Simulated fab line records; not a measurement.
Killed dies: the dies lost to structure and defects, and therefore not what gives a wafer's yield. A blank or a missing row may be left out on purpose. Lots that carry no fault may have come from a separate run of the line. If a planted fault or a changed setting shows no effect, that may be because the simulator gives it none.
What tool caused it?    flow berkeley_cmos170    21 wafers from 7 lots sampled at 3 of the route's 331 steps

== WHAT EACH GAUGE READ, for each wafer ==
UCB170_V1_THK_MEAS_01.
lot   measured      on             V1_TEOS_THK (nm)
L907  day 8 15:40   film_metro-03  2051 2100 2063
L910  day 8 22:02   film_metro-01  2029 2085 2080
L913  day 10 01:50  film_metro-03  2034 2055 2047
L920  day 10 13:15  film_metro-01  2058 2071 2063
L918  day 10 15:58  film_metro-02  2835 2078 2062
L923  day 10 20:17  film_metro-02  2064 2872 2899
L928  day 12 07:24  film_metro-02  2028 2050 2057

== WHICH TOOL RAN EACH LOT (tool, then ch and the chambers of the sampled wafers, then the start) ==
lot   UCB170_CONTACT_ETCH_17              UCB170_V1_CVD_00
L907  rie_diel-01 ch 2,3, day 8 08:32     pecvd-03 ch 0,2, day 8 15:29
L910  rie_diel-01 ch 1,2,3, day 8 13:35   pecvd-03 ch 0,1,2, day 8 21:52
L913  rie_diel-01 ch 0,3, day 9 17:59     pecvd-01 ch 0,1,2, day 10 01:40
L920  rie_diel-03 ch 1,2, day 10 06:20    pecvd-03 ch 1,2, day 10 13:04
L918  rie_diel-03 ch 1,2,3, day 10 09:02  pecvd-01 ch 0,1,2, day 10 15:47
L923  rie_diel-01 ch 1,2,3, day 10 13:40  pecvd-01 ch 0,1, day 10 20:08
L928  rie_diel-03 ch 2,3, day 11 22:33    pecvd-03 ch 0,1,2, day 12 07:14
- UCB170_CONTACT_ETCH_17: etches BARC in N2/H2.
- UCB170_V1_CVD_00: deposits SiO2 from TEOS/O2, target thk 2000 nm, time 258.4 s.

== THE ANSWER, worked out from the rows above alone ==
Rule: the lots themselves supply what counts as usual. Put in order of their means at a reading, lots are off if they are a third of the lots or fewer, leave a main group of 4 or more, and stand apart from it by a gap of 3 or more times the standard deviation of the main group's means; of several such gaps the widest counts. A main group whose means are all the same, to the digits that the tables above print for the reading, isn't used. A lot without any number at a reading at which 4 lots or more have one is off too. Where the step has rows for the other lots, those lots are counted as sound.
Off: at UCB170_V1_THK_MEAS_01 (V1_TEOS_THK), L918, L923. The main group has a mean of 2058 nm with a standard deviation of 11.
If a tool, at a process step before that reading, ran all the lots that are off and no sound lot after the first of them, it fits. Those tools and the gauges at UCB170_V1_THK_MEAS_01 are tried in the same way. One fits: pecvd-01 at UCB170_V1_CVD_00. Its last sound lot is L913 (day 10 01:40), its first lot that is off L918 (day 10 15:47): a fault that began between those two fits.

== WHAT HAD BEEN PUT IN BY THE SIMULATOR ==
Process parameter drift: pecvd-01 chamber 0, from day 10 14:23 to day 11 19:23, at UCB170_V1_CVD_00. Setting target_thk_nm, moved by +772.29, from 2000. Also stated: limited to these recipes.
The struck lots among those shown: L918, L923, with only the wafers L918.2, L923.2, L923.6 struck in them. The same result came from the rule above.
